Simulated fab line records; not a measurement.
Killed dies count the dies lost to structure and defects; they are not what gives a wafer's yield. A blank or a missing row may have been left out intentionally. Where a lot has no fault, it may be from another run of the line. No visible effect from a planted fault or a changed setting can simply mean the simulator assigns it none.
fab line records / flow ritCmos
[record] lots = 14 wafers = 42 lastDay = 7
route steps=202 shown NLDD@108 M1@202
lots with no fault: from the same line, run without faults
startH: start of the lot's first displayed wafer, in hours after the record's first day / waitH: how many hours have passed since the lot's step before this one / " as in the row above / L1.1+2: a row that stands for several wafers / - no value, or no start given / * or withheld: withheld / < > ~ a bound
route shown NAME@n: a module of which the file shows steps, and the number in the route of the first / usual: mean/standard deviation taken from wafers without a fault / same: alike in all rows / chamber/n: place in a boat / sites: the reading at each site / _std_site: their standard deviation / _edge_site: inner sites' mean taken away from outer sites' mean / radiusMm: how far each site lies from the wafer's centre / mask NAME#n: copy n / behind: the last tool/chamber to shape the wafer / hold: why the lot was held/for how many hours/how that ended / device: whichever transistor did not switch (one of n, p or np) / end of line: the same wafers' tests at the end of the route / a step with no rows: only its recipe / killed: the dies lost at the first sort to structure and to defects; this is not the yield of the wafer / map: a wafer's dies, marking killed ones x, the rest . and places with no die _
set.NAME: setting as actually run; set.NAME@STEP: the setting as run at that earlier step / model.NAME: the simulator's own value behind a step, which no gauge read
one table for each step of the route and one row for each wafer, over a sample of lots
[[steps]]
[step RIT_NLDD_DEVELOP_05]
[recipe] resist = NOVOLAK developTimeS = 50 devTempC = 23
[usual] developerTempC = 22.98/0.095
lot.wafer=L181.3 tool=lithoTrack-03 chamber=0 startH=44 waitH=- developerTempC=22.99
lot.wafer=L181.4 tool=lithoTrack-03 chamber=0 startH=44 waitH=- developerTempC=22.90
lot.wafer=L181.6 tool=lithoTrack-03 chamber=0 startH=44 waitH=- developerTempC=23.04
lot.wafer=L182.1 tool=lithoTrack-01 chamber=0 startH=46 waitH=- developerTempC=23.06
lot.wafer=L182.4 tool=lithoTrack-01 chamber=0 startH=46 waitH=- developerTempC=22.96
lot.wafer=L182.5 tool=lithoTrack-01 chamber=0 startH=46 waitH=- developerTempC=22.96
lot.wafer=L183.3 tool=lithoTrack-02 chamber=0 startH=50 waitH=- developerTempC=23.00
lot.wafer=L183.5 tool=lithoTrack-02 chamber=0 startH=50 waitH=- developerTempC=23.03
lot.wafer=L183.6 tool=lithoTrack-02 chamber=0 startH=50 waitH=- developerTempC=23.02
lot.wafer=L184.1 tool=lithoTrack-03 chamber=0 startH=55 waitH=- developerTempC=23.07
lot.wafer=L184.2 tool=lithoTrack-03 chamber=0 startH=55 waitH=- developerTempC=23.20
lot.wafer=L184.5 tool=lithoTrack-03 chamber=0 startH=55 waitH=- developerTempC=22.99
lot.wafer=L186.1 tool=lithoTrack-02 chamber=0 startH=68 waitH=- developerTempC=22.99
lot.wafer=L186.2 tool=lithoTrack-02 chamber=0 startH=68 waitH=- developerTempC=22.87
lot.wafer=L186.3 tool=lithoTrack-02 chamber=0 startH=68 waitH=- developerTempC=22.90
lot.wafer=L189.1 tool=lithoTrack-02 chamber=0 startH=80 waitH=- developerTempC=22.87
lot.wafer=L189.2 tool=lithoTrack-02 chamber=0 startH=80 waitH=- developerTempC=22.98
lot.wafer=L189.5 tool=lithoTrack-02 chamber=0 startH=80 waitH=- developerTempC=22.98
lot.wafer=L190.1 tool=lithoTrack-01 chamber=0 startH=86 waitH=- developerTempC=22.95
lot.wafer=L190.2 tool=lithoTrack-01 chamber=0 startH=86 waitH=- developerTempC=23.02
lot.wafer=L190.5 tool=lithoTrack-01 chamber=0 startH=86 waitH=- developerTempC=23.05
lot.wafer=L192.2 tool=lithoTrack-01 chamber=0 startH=101 waitH=- developerTempC=22.87
lot.wafer=L192.4 tool=lithoTrack-01 chamber=0 startH=102 waitH=- developerTempC=22.88
lot.wafer=L192.6 tool=lithoTrack-01 chamber=0 startH=102 waitH=- developerTempC=22.95
lot.wafer=L193.1 tool=lithoTrack-03 chamber=0 startH=104 waitH=- developerTempC=22.99
lot.wafer=L193.2 tool=lithoTrack-03 chamber=0 startH=104 waitH=- developerTempC=23.09
lot.wafer=L193.5 tool=lithoTrack-03 chamber=0 startH=104 waitH=- developerTempC=22.84
lot.wafer=L194.2 tool=lithoTrack-03 chamber=0 startH=110 waitH=- developerTempC=25.43
lot.wafer=L194.3 tool=lithoTrack-03 chamber=0 startH=110 waitH=- developerTempC=25.39
lot.wafer=L194.4 tool=lithoTrack-03 chamber=0 startH=110 waitH=- developerTempC=25.38
lot.wafer=L195.3 tool=lithoTrack-01 chamber=0 startH=112 waitH=- developerTempC=22.90
lot.wafer=L195.4 tool=lithoTrack-01 chamber=0 startH=112 waitH=- developerTempC=22.90
lot.wafer=L195.5 tool=lithoTrack-01 chamber=0 startH=112 waitH=- developerTempC=22.82
lot.wafer=L197.2 tool=lithoTrack-03 chamber=0 startH=122 waitH=- developerTempC=25.26
lot.wafer=L197.3 tool=lithoTrack-03 chamber=0 startH=122 waitH=- developerTempC=25.34
lot.wafer=L197.6 tool=lithoTrack-03 chamber=0 startH=122 waitH=- developerTempC=25.18
lot.wafer=L203.2 tool=lithoTrack-02 chamber=0 startH=150 waitH=- developerTempC=22.93
lot.wafer=L203.5 tool=lithoTrack-02 chamber=0 startH=150 waitH=- developerTempC=22.91
lot.wafer=L203.6 tool=lithoTrack-02 chamber=0 startH=150 waitH=- developerTempC=22.97
lot.wafer=L204.2 tool=lithoTrack-01 chamber=0 startH=156 waitH=- developerTempC=23.19
lot.wafer=L204.4 tool=lithoTrack-01 chamber=0 startH=156 waitH=- developerTempC=23.00
lot.wafer=L204.6 tool=lithoTrack-01 chamber=0 startH=156 waitH=- developerTempC=23.09
[step RIT_M1_PROBE_99]
[usual] killedAtContacts = 0.1/0.36 killedAtFrontEnd = 7.2/2.9 killedDies = 7.4/2.9 killedOpen = 3.8/2 killedShort = 3.5/2
[same] grossDies = 264 killed_at_M0_to_M3 = 0 killed_at_M4_up = 0 killedAtBackSide = 0 killedAtOther = 0
lot.wafer=L183.3 tool=prober-02 chamber=- startH=66.43 waitH=0.2 killedAtContacts=0 killedAtFrontEnd=3 killedDies=3 killedOpen=1 killedShort=2
lot.wafer=L183.5 tool=prober-02 chamber=- startH=66.53 waitH=0.2 killedAtContacts=0 killedAtFrontEnd=11 killedDies=11 killedOpen=6 killedShort=5
lot.wafer=L183.6 tool=prober-02 chamber=- startH=66.58 waitH=0.2 killedAtContacts=0 killedAtFrontEnd=2 killedDies=2 killedOpen=1 killedShort=1
lot.wafer=L184.1 tool=prober-01 chamber=- startH=71.90 waitH=0.1 killedAtContacts=0 killedAtFrontEnd=11 killedDies=11 killedOpen=5 killedShort=6
lot.wafer=L184.2 tool=prober-01 chamber=- startH=71.95 waitH=0.1 killedAtContacts=0 killedAtFrontEnd=10 killedDies=10 killedOpen=6 killedShort=4
lot.wafer=L184.5 tool=prober-01 chamber=- startH=72.10 waitH=0.2 killedAtContacts=0 killedAtFrontEnd=9 killedDies=9 killedOpen=7 killedShort=2
lot.wafer=L189.1 tool=prober-02 chamber=- startH=96.94 waitH=0.1 killedAtContacts=1 killedAtFrontEnd=9 killedDies=10 killedOpen=7 killedShort=3
lot.wafer=L189.2 tool=prober-02 chamber=- startH=96.99 waitH=0.1 killedAtContacts=0 killedAtFrontEnd=5 killedDies=5 killedOpen=3 killedShort=2
lot.wafer=L189.5 tool=prober-02 chamber=- startH=97.14 waitH=0.2 killedAtContacts=0 killedAtFrontEnd=11 killedDies=11 killedOpen=8 killedShort=3
lot.wafer=L190.1 tool=prober-01 chamber=- startH=101.94 waitH=0.1 killedAtContacts=0 killedAtFrontEnd=10 killedDies=10 killedOpen=2 killedShort=8
lot.wafer=L190.2 tool=prober-01 chamber=- startH=101.99 waitH=0.1 killedAtContacts=1 killedAtFrontEnd=8 killedDies=9 killedOpen=4 killedShort=5
lot.wafer=L190.5 tool=prober-01 chamber=- startH=102.14 waitH=0.2 killedAtContacts=0 killedAtFrontEnd=8 killedDies=8 killedOpen=6 killedShort=2
lot.wafer=L194.2 tool=prober-02 chamber=- startH=126.64 waitH=0.1 killedAtContacts=0 killedAtFrontEnd=7 killedDies=7 killedOpen=4 killedShort=2
lot.wafer=L194.3 tool=prober-02 chamber=- startH=126.69 waitH=0.2 killedAtContacts=1 killedAtFrontEnd=5 killedDies=6 killedOpen=2 killedShort=4
lot.wafer=L194.4 tool=prober-02 chamber=- startH=126.74 waitH=0.2 killedAtContacts=0 killedAtFrontEnd=8 killedDies=8 killedOpen=4 killedShort=3
// killed by level:class
L183.3 GATE:geometricParticle:open=1 GATE:geometricParticle:short=1 SPACER:geometricParticle:short=1
L183.5 GATE:geometricParticle:short=3 GATE:geometricParticle:open=2 SPACER:geometricParticle:open=2 FOX1:geometricParticle:short=1 FOX2:geometricParticle:short=1 FOX2:geometricParticle:open=1 REOX:geometricParticle:open=1
L183.6 GATE:geometricParticle:short=1 SILICIDE:geometricParticle:open=1
L184.1 GATE:geometricParticle:open=2 SPACER:geometricParticle:open=2 SILICIDE:geometricParticle:short=2 FOX1:geometricParticle:short=1 FOX2:geometricParticle:short=1 GATE:geometricParticle:short=1 SPACER:geometricParticle:short=1 SILICIDE:geometricParticle:open=1
L184.2 SPACER:geometricParticle:open=2 SPACER:geometricParticle:short=2 SILICIDE:geometricParticle:open=2 GATE:geometricParticle:open=1 GATE:geometricParticle:short=1 REOX:geometricParticle:open=1 SILICIDE:geometricParticle:short=1
L184.5 SPACER:geometricParticle:open=3 FOX1:geometricParticle:open=1 GATE:geometricParticle:open=1 GATE:geometricParticle:short=1 REOX:geometricParticle:short=1 REOX:geometricParticle:open=1 SILICIDE:geometricParticle:open=1
L189.1 GATE:geometricParticle:open=3 GATE:geometricParticle:short=2 REOX:geometricParticle:open=2 FOX1:geometricParticle:short=1 SPACER:geometricParticle:open=1 CONTACT:geometricParticle:open=1
L189.2 FOX2:geometricParticle:open=1 FOX2:geometricParticle:short=1 GATE:geometricParticle:short=1 SPACER:geometricParticle:open=1 SILICIDE:geometricParticle:open=1
L189.5 FOX1:geometricParticle:open=3 GATE:geometricParticle:open=3 SPACER:geometricParticle:open=2 FOX1:geometricParticle:short=1 GATE:geometricParticle:short=1 REOX:geometricParticle:short=1
L190.1 SPACER:geometricParticle:short=3 FOX1:geometricParticle:short=2 ACTIVE:geometricParticle:short=1 GATE:geometricParticle:open=1 GATE:geometricParticle:short=1 REOX:geometricParticle:short=1 SPACER:geometricParticle:open=1
L190.2 GATE:geometricParticle:open=3 GATE:geometricParticle:short=2 FOX1:geometricParticle:short=1 REOX:geometricParticle:short=1 SILICIDE:geometricParticle:open=1 CONTACT:geometricParticle:short=1
L190.5 GATE:geometricParticle:open=2 GATE:geometricParticle:short=2 REOX:geometricParticle:open=2 FOX2:geometricParticle:open=1 SPACER:geometricParticle:open=1
L194.2 GATE:geometricParticle:open=3 FOX1:geometricParticle:short=1 SPACER:geometricParticle:short=1 SILICIDE:geometricParticle:open=1 PRETRO:coatMicrobubblePrinted=1
L194.3 GATE:geometricParticle:short=2 FOX2:geometricParticle:short=1 FOX2:geometricParticle:open=1 GATE:geometricParticle:open=1 CONTACT:geometricParticle:short=1
L194.4 GATE:geometricParticle:open=2 GATE:geometricParticle:short=2 REOX:geometricParticle:open=1 SPACER:geometricParticle:open=1 SPACER:geometricParticle:short=1 PRETRO:coatMicrobubblePrinted=1
[[key]]
[firstSign] step = RIT_NLDD_DEVELOP_05 reading = developerTempC direction = up sigmas = 25 usual = * struck = *
effect none on later readings
metAt RIT_NLDD_DEVELOP_05
struckLots L194,L197
testerLeftOut L194,L197
onsetBetween 104 110
[fault] kind = processParameterDrift tool = lithoTrack-03 chamber = - onsetH = 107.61 steps = RIT_NLDD_DEVELOP_05 channel = devTempC offset = * shape = step endH = 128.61 actsIn = * stated = *
// testerLeftOut: of these lots the tester's yield and bins aren't shown, on N5 and GAA mostly nor the transistor test; their killed dies are dies lost to structure and defects alone, not to doping, threshold or leakage, so they don't give the yield
